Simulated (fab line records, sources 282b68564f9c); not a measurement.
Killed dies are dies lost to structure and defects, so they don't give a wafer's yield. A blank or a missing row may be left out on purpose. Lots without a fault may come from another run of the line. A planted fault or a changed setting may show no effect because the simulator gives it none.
Which tool did it? | flow rit_cmos | 14 lots, 42 wafers sampled, at 2 steps of a route of 202

WHAT THE GAUGES READ, wafer by wafer
RIT_ACTIVE_THK_MEAS_02.
lot  | measured    | on            | ACTIVE_OXIDE_THK (nm)
L494 | day 1 12:23 | film_metro-03 | 46.7 47.1 46.8
L495 | day 1 19:00 | film_metro-02 | 46.4 46.8 46.6
L497 | day 2 03:42 | film_metro-02 | 47.3 46.7 47.8
L502 | day 3 07:47 | film_metro-02 | 31.8 31.0 31.3
L503 | day 3 09:59 | film_metro-01 | 31.0 30.5 30.5
L504 | day 3 15:36 | film_metro-01 | 31.0 31.8 31.5
L508 | day 4 10:17 | film_metro-03 | 46.6 47.4 46.2
L510 | day 4 20:42 | film_metro-02 | 45.3 45.8 45.2
L511 | day 5 02:36 | film_metro-01 | 47.7 47.4 47.3
L513 | day 5 13:25 | film_metro-02 | 46.5 46.7 46.5
L514 | day 5 16:04 | film_metro-01 | 45.6 45.1 46.1
L515 | day 5 21:47 | film_metro-02 | 47.1 46.9 47.0
L516 | day 6 04:11 | film_metro-02 | 47.4 46.5 46.3
L517 | day 6 07:03 | film_metro-02 | 47.0 46.6 46.1

WHICH TOOL RAN EACH LOT (tool, then ch and the chambers of the sampled wafers, then the start)
lot  | RIT_ACTIVE_OXIDATION_01
L494 | furnace-01 ch 0, day 1 10:28
L495 | furnace-04 ch 0, day 1 17:04
L497 | furnace-03 ch 0, day 2 01:46
L502 | furnace-01 ch 0, day 3 05:51
L503 | furnace-01 ch 0, day 3 08:02
L504 | furnace-01 ch 0, day 3 13:40
L508 | furnace-03 ch 0, day 4 08:21
L510 | furnace-04 ch 0, day 4 18:46
L511 | furnace-04 ch 0, day 5 00:38
L513 | furnace-04 ch 0, day 5 11:29
L514 | furnace-04 ch 0, day 5 14:07
L515 | furnace-04 ch 0, day 5 19:52
L516 | furnace-03 ch 0, day 6 02:14
L517 | furnace-03 ch 0, day 6 05:07
- RIT_ACTIVE_OXIDATION_01: target thk 46.8 nm, ox time 3360 s.

WHAT THE TOOLS THEMSELVES READ (means of the sampled wafers that have a number; where no wafer has one, the mark that the record gives instead)
RIT_ACTIVE_OXIDATION_01.
lot  | tool       | spike_tc_centre_C (C) | spike_tc_load_C (C) | spike_tc_source_C (C) | tube_center_temp_C (C) | tube_center_temp_C_max | zone_power_load_pct (%)
L494 | furnace-01 | 999.5                 | 1025.6              | 1025.6                | 1000                   | 1002.2                 | 37.0
L495 | furnace-04 | 1002.1                | 1025.3              | 1026.5                | 1000                   | 1002.8                 | 35.4
L497 | furnace-03 | 1002.4                | 1030.5              | 1027.0                | 1000                   | 1002.5                 | 35.4
L502 | furnace-01 | 956.0                 | 981.9               | 981.5                 | 955                    | 957.7                  | 33.3
L503 | furnace-01 | 954.8                 | 982.5               | 979.0                 | 956                    | 958.0                  | 33.2
L504 | furnace-01 | 954.2                 | 981.9               | 980.4                 | 955                    | 958.1                  | 33.3
L508 | furnace-03 | 1001.7                | 1031.1              | 1025.7                | 1000                   | 1002.3                 | 35.5
L510 | furnace-04 | 1002.2                | 1024.8              | 1025.4                | 1000                   | 1002.7                 | 35.6
L511 | furnace-04 | 1003.8                | 1026.1              | 1025.6                | 1000                   | 1002.8                 | 35.9
L513 | furnace-04 | 1002.2                | 1025.2              | 1026.0                | 1000                   | 1003.0                 | 35.4
L514 | furnace-04 | 1002.9                | 1025.8              | 1024.9                | 1000                   | 1002.5                 | 35.8
L515 | furnace-04 | 1002.6                | 1025.6              | 1024.9                | 1000                   | 1002.3                 | 35.7
L516 | furnace-03 | 1001.7                | 1031.4              | 1026.0                | 1000                   | 1002.0                 | 35.7
L517 | furnace-03 | 1001.7                | 1032.2              | 1025.9                | 1000                   | 1002.7                 | 35.5

THE ANSWER, worked out from the rows above alone
Rule: what is usual is taken from the lots themselves. Put in order of their means at a reading, lots are off if they are a third of the lots or fewer, leave a main group of 4 or more, and stand apart from it by a gap of 3 or more times the standard deviation of the main group's means; of several such gaps the widest counts. A main group whose means are all the same, to the digits that the tables above print for the reading, isn't used. A lot without any number at a reading at which 4 lots or more have one is off too. The other lots that the step has rows for count as sound. The gauges are gone through in route order, then the tools' own readings, and for those a lot's mean is taken as printed above. The first step at which some lot is off is used, and at that step the reading that is off furthest; a lot without a number counts as furthest.
Off: L502, L503, L504, at RIT_ACTIVE_THK_MEAS_02 (ACTIVE_OXIDE_THK). The main group: mean 46.6 nm, standard deviation 0.59.
A tool fits if, at a process step before that reading, it ran every lot that is off, and no sound lot after the first of them. The gauges at RIT_ACTIVE_THK_MEAS_02 aren't tried: what is off there is off at RIT_ACTIVE_OXIDATION_01 too, on other tools, and a gauge's error can't cause that. One fits: furnace-01 at RIT_ACTIVE_OXIDATION_01. Its last sound lot is L494 (day 1 10:28), its first lot that is off L502 (day 3 05:51): a fault that began between those two fits.
The tool's own readings at RIT_ACTIVE_OXIDATION_01 bear it out: on the lots that are off they differ by more than 5 times the standard deviation of the sound lots' means. spike_tc_centre_C reads 955.0 C there against 1002.1 C on the sound lots; spike_tc_load_C reads 982.1 C there against 1027.6 C on the sound lots; spike_tc_source_C reads 980.3 C there against 1025.8 C on the sound lots; tube_center_temp_C reads 955 C there against 1000 C on the sound lots; tube_center_temp_C_max reads 957.9 there against 1002.5 on the sound lots; zone_power_load_pct reads 33.3 % there against 35.7 % on the sound lots.

WHAT THE SIMULATOR HAD PUT IN
Process parameter drift: furnace-01, from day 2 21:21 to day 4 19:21, at RIT_ACTIVE_OXIDATION_01. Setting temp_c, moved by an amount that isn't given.
Lots struck among those shown: L502, L503, L504. The rule above found the same.
